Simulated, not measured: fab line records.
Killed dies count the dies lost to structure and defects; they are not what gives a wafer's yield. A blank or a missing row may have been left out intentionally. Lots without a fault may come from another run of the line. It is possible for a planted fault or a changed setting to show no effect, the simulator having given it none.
Problem report, 8D (eight disciplines) form, completed by code || flow berkeley_cmos170 || the parts of the form that need people (team, actions taken, sign-off) are left out

1. THE ISSUE
Mean FIELD_OXIDE_THK at UCB170_FIELD_THK_MEAS_02: 357 nm over 6 wafers in 2 lots; fault-free wafers: 566 nm, standard deviation 11. Measured from the usual mean, that is -19 standard deviations.
First seen on wafer L691.1, day 6 23:43, on film_metro-03. At this step, 42 wafers from 14 lots have a number in the record. By rule, "out" or "out of limits" means more than 4 standard deviations away from the usual mean. The other wafers with a number count as sound.

2. WHAT IT IS; WHAT IT IS NOT
{"question": "which readings at this step", "is": "FIELD_OXIDE_THK", "is not": "-"}
{"question": "which lots", "is": "L691, L692", "is not": "L682, L683, L684, L685, L686, L687, L688, L698, L699, L700, L704, L705"}
{"question": "which wafers of those lots", "is": "all that have a number", "is not": "-"}
{"question": "read on which gauges", "is": "film_metro-03", "is not": "film_metro-01, film_metro-02"}
{"question": "when", "is": "from day 6 23:43", "is not": "up to then (21 sound wafers); but 15 sound wafers of L698, L699, L700, L704, L705 came after"}

3. SUSPECTS, AND WHAT RULES EACH OUT
Counting: a tool at any process step up to the reading remains a suspect when it ran all the lots that are out and ran no sound lot after the first of those.
- the gauge at UCB170_FIELD_THK_MEAS_02: ruled out. All the wafers that are out were read on film_metro-03, but those of them that UCB170_FIELD_THK_MEAS_90 has rows for are out there too, on other tools.
- furnace-04 at UCB170_FIELD_OXIDATION_01 (target thk 558.3 nm, ox time 7200 s): ruled out as a lasting fault. After its first lot that is out, L691 (day 6 20:43), sound lots L704 ran on it.
Left after counting: nothing in the record.

4. THE CAUSE (what the simulator had put in)
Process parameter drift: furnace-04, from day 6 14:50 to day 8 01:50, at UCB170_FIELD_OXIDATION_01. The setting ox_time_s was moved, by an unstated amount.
The count ruled it out by mistake, since the rule takes a fault to strike every lot its tool runs from the start of the fault on, and this one did not do so.

5. THE CHAIN OF EFFECTS, in route order
Each row: a reading where the mean over the struck wafers with a number is more than 3 standard deviations away from the usual. Only readings whose record carries a usual standard deviation are examined. hours: median over the lots of the time between each lot's start at the first step of this table that gives one and its start at this step. sigmas: the change, counted in usual standard deviations.
{"hours": 0, "step": "UCB170_FIELD_THK_MEAS_02", "reading": "FIELD_OXIDE_THK", "usual": "566 nm", "on struck wafers": 357, "change": -209, "sigmas": -19}
{"hours": 9, "step": "UCB170_FIELD_THK_MEAS_90", "reading": "FIELD_OXIDE_LEFT_1_THK", "usual": "449 nm", "on struck wafers": 242, "change": -207, "sigmas": -19}
{"hours": 43, "step": "UCB170_FIELD_THK_MEAS_91", "reading": "FIELD_OXIDE_LEFT_2_THK", "usual": "361 nm", "on struck wafers": 154, "change": -207, "sigmas": -19}

6. HOW IT WOULD HAVE BEEN CAUGHT EARLIER
In this record the first reading out of limits at a measuring or inspecting step was taken at day 6 23:43, 9 hours after the fault began at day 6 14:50.
